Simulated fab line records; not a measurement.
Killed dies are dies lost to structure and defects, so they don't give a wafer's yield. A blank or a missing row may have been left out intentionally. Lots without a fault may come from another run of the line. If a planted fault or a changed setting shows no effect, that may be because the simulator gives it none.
What tool caused it? / flow berkeleyCmos170 / 14 lots, 42 wafers sampled, at 3 steps of a route of 331

== WHAT THE GAUGES READ, wafer by wafer ==
UCB170_M1_RS_MEAS_01: the measuring method here is four-point-probe.
lot=L645; measured=day 8 17:29; on=filmMetro-04; M1_AL_RS (ohm/sq)=0.0481 0.0483 0.0486
lot=L644; measured=day 8 17:52; on=filmMetro-03; M1_AL_RS (ohm/sq)=0.0480 0.0476 0.0480
lot=L646; measured=day 9 03:03; on=filmMetro-02; M1_AL_RS (ohm/sq)=0.0479 0.0482 0.0480
lot=L647; measured=day 9 03:35; on=filmMetro-04; M1_AL_RS (ohm/sq)=0.0485 0.0477 0.0478
lot=L648; measured=day 9 18:49; on=filmMetro-03; M1_AL_RS (ohm/sq)=0.0488 0.0480 0.0486
lot=L652; measured=day 9 19:32; on=filmMetro-03; M1_AL_RS (ohm/sq)=0.0481 0.0480 0.0479
lot=L650; measured=day 9 19:43; on=filmMetro-04; M1_AL_RS (ohm/sq)=0.0483 0.0480 0.0478
lot=L653; measured=day 10 04:22; on=filmMetro-04; M1_AL_RS (ohm/sq)=0.0493 0.0481 0.0484
lot=L656; measured=day 11 02:52; on=filmMetro-03; M1_AL_RS (ohm/sq)=0.0492 0.0483 0.0489
lot=L658; measured=day 11 23:48; on=filmMetro-04; M1_AL_RS (ohm/sq)=0.0655 0.0650 0.0661 0.0656 0.0650 0.0661
lot=L663; measured=day 12 04:18; on=filmMetro-02; M1_AL_RS (ohm/sq)=0.0474 0.0475 0.0474
lot=L662; measured=day 12 05:11; on=filmMetro-04; M1_AL_RS (ohm/sq)=0.0649 0.0663 0.0670 0.0650 0.0665 0.0670
lot=L666; measured=day 13 15:53; on=filmMetro-04; M1_AL_RS (ohm/sq)=0.0472 0.0475 0.0470
lot=L667; measured=day 13 16:44; on=filmMetro-02; M1_AL_RS (ohm/sq)=0.0477 0.0490 0.0476

UCB170_M1_THK_MEAS_02: measures by xrf.
lot=L645; measured=day 8 17:36; on=filmMetro-04; M1_AL_THK (nm)=605 611 599
lot=L644; measured=day 8 17:58; on=filmMetro-03; M1_AL_THK (nm)=615 618 612
lot=L646; measured=day 9 03:10; on=filmMetro-02; M1_AL_THK (nm)=616 609 610
lot=L647; measured=day 9 03:42; on=filmMetro-04; M1_AL_THK (nm)=599 618 619
lot=L648; measured=day 9 18:55; on=filmMetro-03; M1_AL_THK (nm)=599 604 599
lot=L652; measured=day 9 19:40; on=filmMetro-03; M1_AL_THK (nm)=606 610 610
lot=L650; measured=day 9 19:50; on=filmMetro-04; M1_AL_THK (nm)=605 612 612
lot=L653; measured=day 10 04:28; on=filmMetro-04; M1_AL_THK (nm)=596 606 608
lot=L656; measured=day 11 02:59; on=filmMetro-03; M1_AL_THK (nm)=597 608 601
lot=L658; measured=day 12 01:49; on=filmMetro-04; M1_AL_THK (nm)=450 455 448 454 455 448
lot=L663; measured=day 12 04:25; on=filmMetro-02; M1_AL_THK (nm)=616 615 618
lot=L662; measured=day 12 11:38; on=filmMetro-04; M1_AL_THK (nm)=454 448 443 453 443 443
lot=L666; measured=day 13 15:59; on=filmMetro-04; M1_AL_THK (nm)=624 617 621
lot=L667; measured=day 13 16:52; on=filmMetro-02; M1_AL_THK (nm)=614 598 617

== WHICH TOOL RAN EACH LOT (tool, then ch and the chambers of the sampled wafers, then the start) ==
lot=L645; UCB170_M1_SPUTTER_00=pvdSputter-03, day 8 17:25
lot=L644; UCB170_M1_SPUTTER_00=pvdSputter-02, day 8 17:47
lot=L646; UCB170_M1_SPUTTER_00=pvdSputter-02, day 9 02:59
lot=L647; UCB170_M1_SPUTTER_00=pvdSputter-04, day 9 03:31
lot=L648; UCB170_M1_SPUTTER_00=pvdSputter-02, day 9 18:43
lot=L652; UCB170_M1_SPUTTER_00=pvdSputter-03, day 9 19:29
lot=L650; UCB170_M1_SPUTTER_00=pvdSputter-02, day 9 19:40
lot=L653; UCB170_M1_SPUTTER_00=pvdSputter-04, day 10 04:17
lot=L656; UCB170_M1_SPUTTER_00=pvdSputter-02, day 11 02:48
lot=L658; UCB170_M1_SPUTTER_00=pvdSputter-02, day 11 23:41
lot=L663; UCB170_M1_SPUTTER_00=pvdSputter-04, day 12 04:14
lot=L662; UCB170_M1_SPUTTER_00=pvdSputter-02, day 12 05:07
lot=L666; UCB170_M1_SPUTTER_00=pvdSputter-03, day 13 15:47
lot=L667; UCB170_M1_SPUTTER_00=pvdSputter-03, day 13 16:41
- UCB170_M1_SPUTTER_00: material Al, target thk 600 nm, time 80 s.

== AS READ BY THE TOOLS THEMSELVES (means over the sampled wafers that have a number; for cases with no such wafer, the mark the record gives instead) ==
UCB170_M1_SPUTTER_00.
lot=L645; tool=pvdSputter-03; throttleValvePct (%)=29.7
lot=L644; tool=pvdSputter-02; throttleValvePct (%)=31.0
lot=L646; tool=pvdSputter-02; throttleValvePct (%)=29.8
lot=L647; tool=pvdSputter-04; throttleValvePct (%)=30.4
lot=L648; tool=pvdSputter-02; throttleValvePct (%)=29.7
lot=L652; tool=pvdSputter-03; throttleValvePct (%)=29.2
lot=L650; tool=pvdSputter-02; throttleValvePct (%)=30.6
lot=L653; tool=pvdSputter-04; throttleValvePct (%)=30.5
lot=L656; tool=pvdSputter-02; throttleValvePct (%)=30.1
lot=L658; tool=pvdSputter-02; throttleValvePct (%)=30.9
lot=L663; tool=pvdSputter-04; throttleValvePct (%)=30.8
lot=L662; tool=pvdSputter-02; throttleValvePct (%)=29.3
lot=L666; tool=pvdSputter-03; throttleValvePct (%)=30.2
lot=L667; tool=pvdSputter-03; throttleValvePct (%)=29.5

== THE ANSWER, worked out from the rows above alone ==
Rule: the usual values come from the lots themselves. Put in order of their means at a reading, lots are off if they are a third of the lots or fewer, leave a main group of 4 or more, and stand apart from it by a gap of 3 or more times the standard deviation of the main group's means; of several such gaps the widest counts. A main group is skipped when, at the precision printed for the reading in the tables above, its means are all equal. A lot without any number at a reading at which 4 lots or more have one is off too. All remaining lots with rows at the step are treated as sound. Order of review: gauges by route order, followed by the tools' own readings, for which a lot's mean as printed above is used. At the first step where some lot is off, the reading lying furthest off is the one used; lots without a number count as furthest.
Off: L658, L662, at UCB170_M1_RS_MEAS_01 (M1_AL_RS). The main group has a mean of 0.0481 ohm/sq with a standard deviation of 0.00043.
A tool fits if, at a process step before that reading, it ran every lot that is off, and no sound lot after the first of them. Gauges at UCB170_M1_RS_MEAS_01: tried the same way as those tools. One fits: pvdSputter-02 at UCB170_M1_SPUTTER_00. Its last sound lot is L656 (day 11 02:48), its first lot that is off L658 (day 11 23:41): a fault that began between those two fits.

== WHAT HAD BEEN PUT IN BY THE SIMULATOR ==
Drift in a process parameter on pvdSputter-02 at UCB170_M1_SPUTTER_00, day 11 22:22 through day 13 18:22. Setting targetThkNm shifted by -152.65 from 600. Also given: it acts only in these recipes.
Struck lots among those shown: L658, L662. This agrees with what the rule above found.
